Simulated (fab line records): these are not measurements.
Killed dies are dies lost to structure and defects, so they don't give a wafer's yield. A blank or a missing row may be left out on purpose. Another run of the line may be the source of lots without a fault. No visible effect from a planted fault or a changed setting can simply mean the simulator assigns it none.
Split-lot study | flow berkeley cmos170 | route with 331 steps; 5 lots, 23 wafers read

== ON THE SPLIT ==
At UCB170_PWELL_OXIDATION_02 (target thk 26.4 nm, ox time 1260 s), the setting temp c was moved away from the recipe's 1000 C on 10 of the 23 wafers read, by -2.6% to +0.9%. All remaining wafers had this setting at the recipe value.

No step appears in the file between the split and the reading.

== THE READING ==
PWELL_OXIDE_THK in nanometres, read at UCB170_PWELL_THK_MEAS_03. A value of 26.6 nm with a standard deviation of 0.38 nm is what fault-free wafers of this fab line usually give.

wafer  | tool, chamber at the split | temp c as run, C | against the recipe | PWELL_OXIDE_THK, nm | against lot-mates on the recipe
L076.1 | -, -                       | 974.2            | -2.6%              | 20.4                | no lot-mate on the recipe
L076.3 | -, -                       | 974.2            | -2.6%              | 20.2                | no lot-mate on the recipe
L076.4 | -, -                       | 974.2            | -2.6%              | 20.3                | no lot-mate on the recipe
L076.5 | -, -                       | 974.2            | -2.6%              | 20.3                | no lot-mate on the recipe
L076.6 | -, -                       | 974.2            | -2.6%              | 20.6                | no lot-mate on the recipe
L078.2 | -, -                       | 1000             | recipe             | 26.9                | -
L078.3 | -, -                       | 1000             | recipe             | 27.1                | -
L078.4 | -, -                       | 1000             | recipe             | 26.9                | -
L078.5 | -, -                       | 1000             | recipe             | 26.4                | -
L078.6 | -, -                       | 1000             | recipe             | 26.8                | -
L081.1 | furnace-02, 0              | 1000             | recipe             | 26.0                | -
L081.4 | furnace-02, 0              | 1000             | recipe             | 26.2                | -
L081.6 | furnace-02, 0              | 1000             | recipe             | 26.6                | -
L082.2 | -, -                       | 1000             | recipe             | 27.1                | -
L082.3 | -, -                       | 1000             | recipe             | 26.6                | -
L082.4 | -, -                       | 1000             | recipe             | 26.5                | -
L082.5 | -, -                       | 1000             | recipe             | 27.1                | -
L082.6 | -, -                       | 1000             | recipe             | 26.5                | -
L085.1 | -, -                       | 1009             | +0.9%              | 29.3                | no lot-mate on the recipe
L085.2 | -, -                       | 1009             | +0.9%              | 29.5                | no lot-mate on the recipe
L085.3 | -, -                       | 1009             | +0.9%              | 29.3                | no lot-mate on the recipe
L085.4 | -, -                       | 1009             | +0.9%              | 29.3                | no lot-mate on the recipe
L085.5 | -, -                       | 1009             | +0.9%              | 29.9                | no lot-mate on the recipe

FIT RESULTS
A straight line over all 23 wafers: PWELL_OXIDE_THK changes by +2.55 nm for each +1% of temp c; r = +0.99; the points scatter about the line by 0.37 nm.
Too few moved wafers with a lot-mate on the recipe to fit a line net of each lot's own level.

== THE WHOLE CHAIN: every reading that the file lists as answering this split, in the file's order ==
step                      | what it does                                                               | reading                                                                            | change (the file's fit)              | r (the file's)
UCB170_PWELL_OXIDATION_02 | target thk 26.4 nm, ox time 1260 s                                         | SiO2_of_PWELL_OXIDATION_02.thk nm (the simulator's own value, which no gauge read) | +2.55 nm for each +1% of the setting | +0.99
UCB170_PWELL_THK_MEAS_03  |                                                                            | PWELL_OXIDE_THK                                                                    | +2.55 for each +1% of the setting    | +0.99
UCB170_PWELL_ETCH_14      | etches Si3N4 in CH3F/Ar/O2, stops on SiO2, target depth 242 nm, time 151 s | SiO2_of_PWELL_OXIDATION_02.thk nm (the simulator's own value, which no gauge read) | +2.42 nm for each +1% of the setting | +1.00

== THE FILE'S OWN FIT ==
PWELL_OXIDE_THK changes by +2.55 nm for each +1% of temp c, r = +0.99.
